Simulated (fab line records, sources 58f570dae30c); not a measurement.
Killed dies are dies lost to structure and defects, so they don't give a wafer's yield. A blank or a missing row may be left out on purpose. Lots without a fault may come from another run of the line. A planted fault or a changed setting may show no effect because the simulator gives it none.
One fault seen from 2 desks | flow berkeley_cmos170 | each desk has only its own numbers; what lay behind them comes last

THE METROLOGY DESK
What the gauges read, lot by lot, whatever tool the lot ran on: means of the sampled wafers that have a number. A lot is out of limits, marked OUT, if its mean lies more than 4 standard deviations from the usual mean; the brackets give that distance.
Columns: A = SILICIDE_TI_THK at UCB170_SILICIDE_THK_MEAS_03, usual 29.0 nm; B = CONTACT_OVL at UCB170_CONTACT_OVL_MEAS_16, usual 1 nm
lot  | first seen here | A    | B
L788 | day 7 16:48     | 29.3 | 7
L787 | day 7 17:03     | 29.2 | 3
L789 | day 7 17:07     | 28.4 | 1
L792 | day 8 07:43     | 29.1 | 0
L790 | day 8 07:56     | 28.7 | -6
L791 | day 8 08:11     | 29.7 | 1
L797 | day 9 16:42     | 28.9 | -2
L798 | day 9 22:04     | 28.5 | 4
L801 | day 9 22:28     | 28.7 | -7
L802 | day 9 22:39     | 29.1 | 0
L803 | day 10 12:58    | 29.5 | 0
L804 | day 10 19:31    | 29.0 | 0
L809 | day 11 19:50    | 29.1 | -1
L807 | day 11 20:29    | 28.7 | 4
This desk's finding: nothing out of limits on any of the 14 lots.

THE TOOL OWNER'S DESK: plasma_asher-03
The tool's own readings at UCB170_M2_STRIP_07 (strips in O2): means of the sampled wafers that have a number, for each lot that ran on this tool. A lot is out of limits, marked OUT, if its mean lies more than 4 standard deviations from the usual mean; the brackets give that distance.
Columns: A = drypump_motor_current_A at UCB170_M2_STRIP_07, usual 5.6 A; B = o2_flow_sccm at UCB170_M2_STRIP_07, usual 400.2 sccm; C = oes_product_au at UCB170_M2_STRIP_07, usual 0.734 a.u.; D = strip_time_to_endpoint_s at UCB170_M2_STRIP_07, usual 21.97 s
lot  | first seen here | A   | B                       | C                | D
L787 | day 8 08:38     | 5.3 | 399.1                   | 0.735            | 21.92
L791 | day 8 22:07     | 5.3 | 399.0                   | 0.732            | 22.00
L801 | day 10 17:30    | 5.6 | 599.9 (+99 or more) OUT | 0.761 (+6.4) OUT | 20.91 (-16) OUT
L802 | day 10 18:00    | 5.3 | 599.7 (+99 or more) OUT | 0.755 (+5.0) OUT | 20.96 (-15) OUT
This desk's finding: out of limits on L801, L802; first on L801, day 10 17:30 (o2_flow_sccm at UCB170_M2_STRIP_07). In limits: L787, L791.

PUT TOGETHER
The tool owner's desk could have raised an alarm at day 10 17:30, on L801, L802.
The metrology desk saw nothing out of limits.
The metrology desk has L801, L802 on record, within its limits.
Of the lots named, all ran UCB170_M2_STRIP_07 on plasma_asher-03.

WHAT THE SIMULATOR HAD PUT IN
Process parameter drift: plasma_asher-03, from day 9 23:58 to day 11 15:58, at UCB170_M2_STRIP_07. Setting o2_flow_sccm, moved by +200, from 400. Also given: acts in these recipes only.
Lots struck among those shown: L801, L802.
Hours from the fault's start to each desk's first reading out of limits: the tool owner's desk, 18.
